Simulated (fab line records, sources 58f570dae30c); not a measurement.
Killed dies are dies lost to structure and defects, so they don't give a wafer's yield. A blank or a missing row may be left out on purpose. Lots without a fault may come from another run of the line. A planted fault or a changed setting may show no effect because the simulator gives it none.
Which tool did it? | flow berkeley_cmos170 | 14 lots, 42 wafers sampled, at 3 steps of a route of 331

WHAT THE GAUGES READ, wafer by wafer
UCB170_V1_CD_MEAS_90: target cd 700 nm.
lot  | measured     | on        | cd_nm (nm)
L480 | day 8 10:29  | cd_sem-01 | 699.5 699.3 699.3
L479 | day 8 12:26  | cd_sem-01 | 697.3 698.1 698.0
L481 | day 8 16:01  | cd_sem-01 | 700.8 700.2 698.3
L482 | day 9 07:01  | cd_sem-02 | 702.0 700.9 701.8
L488 | day 10 04:12 | cd_sem-02 | 700.7 711.1 704.4
L491 | day 10 09:01 | cd_sem-02 | 711.8 701.9 701.8
L492 | day 10 10:52 | cd_sem-02 | 701.0 699.3 698.9
L497 | day 11 14:38 | cd_sem-02 | 700.1 700.8 701.4
L498 | day 11 15:20 | cd_sem-02 | 699.8 698.2 699.6
L494 | day 11 15:27 | cd_sem-01 | 700.4 700.8 700.3
L499 | day 12 10:49 | cd_sem-01 | 698.8 699.0 698.3
L500 | day 12 12:33 | cd_sem-02 | 701.1 701.4 700.8
L501 | day 12 13:38 | cd_sem-02 | 701.3 702.6 699.9
L502 | day 13 03:50 | cd_sem-01 | 700.0 700.7 701.4

WHICH TOOL RAN EACH LOT (tool, then ch and the chambers of the sampled wafers, then the start)
lot  | UCB170_V1_ETCH_14                  | UCB170_V1_STRIP_15
L480 | rie_diel-03 ch 1,2,3, day 8 10:10  | plasma_asher-04 ch 0,1, day 8 10:22
L479 | rie_diel-02 ch 0,1,2, day 8 12:10  | plasma_asher-04 ch 0,1, day 8 12:20
L481 | rie_diel-02 ch 0,2,3, day 8 15:43  | plasma_asher-02 ch 0, day 8 15:53
L482 | rie_diel-03 ch 0,1,2, day 9 06:44  | plasma_asher-01 ch 0,1, day 9 06:55
L488 | rie_diel-03 ch 0,2,3, day 10 03:54 | plasma_asher-04 ch 0,1, day 10 04:05
L491 | rie_diel-03 ch 0,2, day 10 08:44   | plasma_asher-04 ch 0, day 10 08:54
L492 | rie_diel-01 ch 0,1, day 10 10:34   | plasma_asher-02 ch 0,1, day 10 10:45
L497 | rie_diel-02 ch 2,3, day 11 14:20   | plasma_asher-04 ch 0,1, day 11 14:32
L498 | rie_diel-02 ch 1,2,3, day 11 15:03 | plasma_asher-04 ch 0,1, day 11 15:14
L494 | rie_diel-01 ch 0,1,2, day 11 15:10 | plasma_asher-02 ch 0,1, day 11 15:21
L499 | rie_diel-02 ch 0,3, day 12 10:32   | plasma_asher-02 ch 0,1, day 12 10:43
L500 | rie_diel-02 ch 1,2, day 12 12:14   | plasma_asher-02 ch 0,1, day 12 12:26
L501 | rie_diel-01 ch 2,3, day 12 13:21   | plasma_asher-02 ch 0,1, day 12 13:32
L502 | rie_diel-02 ch 0,2,3, day 13 03:33 | plasma_asher-04 ch 0,1, day 13 03:44
- UCB170_V1_ETCH_14: etches SiO2 in CHF3/CF4/Ar, stops on Al, target depth 1250 nm, time 291 s.
- UCB170_V1_STRIP_15: strips in O2.

WHAT THE TOOLS THEMSELVES READ (means of the sampled wafers that have a number; where no wafer has one, the mark that the record gives instead)
UCB170_V1_ETCH_14.
lot  | tool        | drypump_motor_current_A (A) | oes_product_au (a.u.) | rf_fwd_power_W (W) | throttle_valve_pct (%)
L480 | rie_diel-03 | 5.9                         | 0.877                 | 697.6              | 6.92
L479 | rie_diel-02 | 5.5                         | 0.874                 | 700.5              | 6.83
L481 | rie_diel-02 | 5.4                         | 0.883                 | 698.8              | 6.97
L482 | rie_diel-03 | 6.1                         | 0.873                 | 696.7              | 6.94
L488 | rie_diel-03 | 6.1                         | 0.879                 | 790.9              | 6.97
L491 | rie_diel-03 | 6.3                         | 0.874                 | 789.9              | 6.85
L492 | rie_diel-01 | 6.0                         | 0.868                 | 696.2              | 7.00
L497 | rie_diel-02 | 5.5                         | 0.885                 | 697.7              | 7.06
L498 | rie_diel-02 | 5.6                         | 0.876                 | 699.2              | 6.92
L494 | rie_diel-01 | 5.9                         | 0.869                 | 696.5              | 7.03
L499 | rie_diel-02 | 5.3                         | 0.891                 | 698.2              | 7.07
L500 | rie_diel-02 | 5.6                         | 0.866                 | 697.7              | 6.82
L501 | rie_diel-01 | 5.6                         | 0.881                 | 698.7              | 6.98
L502 | rie_diel-02 | 5.4                         | 0.886                 | 700.3              | 6.98

UCB170_V1_STRIP_15.
lot  | tool            | drypump_motor_current_A (A) | oes_product_au (a.u.) | strip_time_to_endpoint_s (s)
L480 | plasma_asher-04 | 5.6                         | 0.719                 | 15.40
L479 | plasma_asher-04 | 5.7                         | 0.721                 | 15.27
L481 | plasma_asher-02 | 5.7                         | 0.723                 | 15.40
L482 | plasma_asher-01 | 5.3                         | 0.724                 | 15.36
L488 | plasma_asher-04 | 5.5                         | 0.720                 | 14.95
L491 | plasma_asher-04 | 5.8                         | 0.722                 | 14.93
L492 | plasma_asher-02 | 6.0                         | 0.723                 | 15.38
L497 | plasma_asher-04 | 5.6                         | 0.721                 | 15.42
L498 | plasma_asher-04 | 5.6                         | 0.719                 | 15.39
L494 | plasma_asher-02 | 6.0                         | 0.724                 | 15.31
L499 | plasma_asher-02 | 5.9                         | 0.722                 | 15.49
L500 | plasma_asher-02 | 5.8                         | 0.723                 | 15.23
L501 | plasma_asher-02 | 6.0                         | 0.722                 | 15.22
L502 | plasma_asher-04 | 5.5                         | 0.718                 | 15.45

THE ANSWER, worked out from the rows above alone
Rule: what is usual is taken from the lots themselves. Put in order of their means at a reading, lots are off if they are a third of the lots or fewer, leave a main group of 4 or more, and stand apart from it by a gap of 3 or more times the standard deviation of the main group's means; of several such gaps the widest counts. A main group whose means are all the same, to the digits that the tables above print for the reading, isn't used. A lot without any number at a reading at which 4 lots or more have one is off too. The other lots that the step has rows for count as sound. The gauges are gone through in route order, then the tools' own readings, and for those a lot's mean is taken as printed above. The first step at which some lot is off is used, and at that step the reading that is off furthest; a lot without a number counts as furthest.
Off: L488, L491, at UCB170_V1_CD_MEAS_90 (cd_nm). The main group: mean 700.0 nm, standard deviation 1.1.
A tool fits if, at a process step before that reading, it ran every lot that is off, and no sound lot after the first of them. The gauges at UCB170_V1_CD_MEAS_90 aren't tried: what is off there is off at UCB170_V1_ETCH_14 too, on other tools, and a gauge's error can't cause that. One fits: rie_diel-03 at UCB170_V1_ETCH_14. Its last sound lot is L482 (day 9 06:44), its first lot that is off L488 (day 10 03:54): a fault that began between those two fits.
The tool's own readings at UCB170_V1_ETCH_14 bear it out: on the lots that are off they differ by more than 5 times the standard deviation of the sound lots' means. rf_fwd_power_W reads 790.4 W there against 698.2 W on the sound lots.

WHAT THE SIMULATOR HAD PUT IN
Process parameter drift: rie_diel-03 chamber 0, from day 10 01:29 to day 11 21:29, at UCB170_V1_ETCH_14. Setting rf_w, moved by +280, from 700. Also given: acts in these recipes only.
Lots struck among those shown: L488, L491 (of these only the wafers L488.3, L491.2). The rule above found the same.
